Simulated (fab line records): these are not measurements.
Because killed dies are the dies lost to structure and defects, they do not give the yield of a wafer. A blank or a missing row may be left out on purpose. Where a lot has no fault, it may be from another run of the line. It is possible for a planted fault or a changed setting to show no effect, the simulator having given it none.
Split-lot study ; flow rit-cmos ; 23 wafers read across 5 lots, on a route 202 steps long

== ABOUT THE SPLIT ==
At RIT_ACTIVE_COAT_06 (resist thk 1000 nm), the setting resist-thk-nm was moved away from the recipe's 1000 nm on 8 of the 23 wafers read, by -4.2% to +4.6%. This setting was run at the recipe's value on the other wafers.

== FROM THE SPLIT TO THE READING: what the file shows between them, 3 steps ==
- RIT_ACTIVE_SOFTBAKE_07: time 60 s
- RIT_ACTIVE_EXPOSE_08: exposes mask M1, target cd 1400 nm
- RIT_ACTIVE_DEVELOP_10: develop time 50 s

== THE READING ==
NOVOLAK_of_ACTIVE_COAT_06.thk-nm (the simulator's own value, which no gauge read), in nm, at RIT_ACTIVE_HARDBAKE_12 (time 60 s). There is no usual value for it anywhere in the file. Across the 15 wafers here that went through the recipe, the average is 882.0 nm and the standard deviation 2 nm.

wafer;tool, chamber at the split;resist-thk-nm as run, nm;against the recipe;NOVOLAK_of_ACTIVE_COAT_06.thk-nm, nm;against lot-mates on the recipe
L074.1;litho-track-03, 0;1000;recipe;881;-
L074.2;litho-track-03, 0;1000;recipe;880.4;-
L074.3;litho-track-03, 0;1000;recipe;883.5;-
L074.5;litho-track-03, 0;1000;recipe;881.9;-
L074.6;litho-track-03, 0;1000;recipe;882.2;-
L076.1;litho-track-01, 0;1000;recipe;882.1;-
L076.2;litho-track-01, 0;1000;recipe;881.3;-
L076.5;litho-track-01, 0;1000;recipe;883.5;-
L078.1;litho-track-03, 0;1000;recipe;877.9;-
L078.3;litho-track-03, 0;1000;recipe;881.5;-
L078.4;litho-track-03, 0;957.9;-4.2%;843.4;-37.4
L078.5;litho-track-03, 0;1000;recipe;883.1;-
L078.6;litho-track-03, 0;957.9;-4.2%;844.5;-36.3
L080.1;litho-track-02, 0;1046;+4.6%;922.7;+42.6
L080.3;litho-track-02, 0;1000;recipe;878.8;-
L080.4;litho-track-02, 0;1046;+4.6%;919.6;+39.5
L080.5;litho-track-02, 0;1046;+4.6%;918.6;+38.5
L080.6;litho-track-02, 0;1000;recipe;881.5;-
L082.1;litho-track-01, 0;976.5;-2.3%;865.3;-20.2
L082.2;litho-track-01, 0;976.5;-2.3%;864;-21.5
L082.4;litho-track-01, 0;976.5;-2.3%;867.3;-18.2
L082.5;litho-track-01, 0;1000;recipe;885;-
L082.6;litho-track-01, 0;1000;recipe;885.9;-

FIT RESULTS
A straight line over all 23 wafers: NOVOLAK_of_ACTIVE_COAT_06.thk-nm changes by +8.36 nm for each +1% of resist-thk-nm; r = +0.99; the points scatter about the line by 2.4 nm.
The same after taking each lot's own level away (the mean of its wafers on the recipe; 23 wafers): +8.7 nm for each +1%; r = +1.00; scatter 1.4 nm.
On that fit, the largest move of resist-thk-nm shifts the reading by 40 nm.
The span of the lots' own levels, 880.15 to 885.45 nm, comes to 2.6 times the standard deviation stated above.
The two slopes agree, so the slope changes little with the lot-to-lot level.
Check: for one of the wafers moved furthest among these (+4.6%), held out of the fit, the line's prediction against its lot-mates is +39.4 nm. Against them it came out at +42.6 nm.

== THE WHOLE CHAIN: every reading that the file lists as answering this split, in the file's order ==
step;what it does;reading;change (the file's fit);r (the file's)
RIT_ACTIVE_COAT_06;resist thk 1000 nm;NOVOLAK_of_ACTIVE_COAT_06.thk-nm (the simulator's own value, which no gauge read);+9.95 nm for each +1% of the setting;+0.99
RIT_ACTIVE_HARDBAKE_12;time 60 s;NOVOLAK_of_ACTIVE_COAT_06.thk-nm (the simulator's own value, which no gauge read);+8.71 nm for each +1% of the setting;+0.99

== FILE'S OWN FIT ==
NOVOLAK_of_ACTIVE_COAT_06.thk-nm changes by +8.71 nm for each +1% of resist-thk-nm, r = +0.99.
